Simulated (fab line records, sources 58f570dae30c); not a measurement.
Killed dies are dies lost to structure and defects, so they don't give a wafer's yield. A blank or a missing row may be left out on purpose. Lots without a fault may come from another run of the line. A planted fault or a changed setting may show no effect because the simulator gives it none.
Chamber matching | flow berkeley_cmos170 | UCB170_ACTIVE_ETCH_15 on rie_diel-01: 4 sister chambers
The step etches Si3N4 in CH3F/Ar/O2, stops on SiO2, target depth 242 nm, time 151 s. 4 wafers are shown with their chamber, then 8 later ones without.

WAFERS WITH THEIR CHAMBER
wafer  | chamber | drypump_motor_current_A (A)
L367.5 | 2       | 6.5
L368.1 | 0       | 5.2
L370.4 | 1       | 5.3
L373.1 | 3       | 6.0

WAFERS WITHOUT THEIR CHAMBER
wafer  | drypump_motor_current_A (A)
L373.2 | 5.4
L373.5 | 5.4
L374.1 | 5.3
L374.2 | 6.0
L374.5 | 6.5
L375.1 | 5.4
L375.2 | 6.5
L375.4 | 6.0

WHICH CHAMBER EACH WENT THROUGH
wafer  | from the rows above     | in truth
L373.2 | can't be placed: 1 or 0 | 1
L373.5 | can't be placed: 1 or 0 | 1
L374.1 | can't be placed: 1 or 0 | 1
L374.2 | 3                       | 3
L374.5 | 2                       | 2
L375.1 | can't be placed: 1 or 0 | 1
L375.2 | 2                       | 2
L375.4 | 3                       | 3
Placed correctly: 4 of 8. Can't be placed from these rows: 4 (the true chamber is among the candidates in 4). Placed wrongly: 0.
How it was worked out, from the rows above alone: a wafer's distance from a chamber is the root of the sum, over the readings, of the square of ((its reading less the chamber's mean) divided by the reading's scatter). The wafer belongs to the nearest chamber; if the next one is less than 2 further off, it can't be placed. A chamber's mean is the mean of its shown wafers. The scatter: with one shown wafer a chamber, the root of the mean of the squares of how far each hidden wafer lies from its nearest shown one.
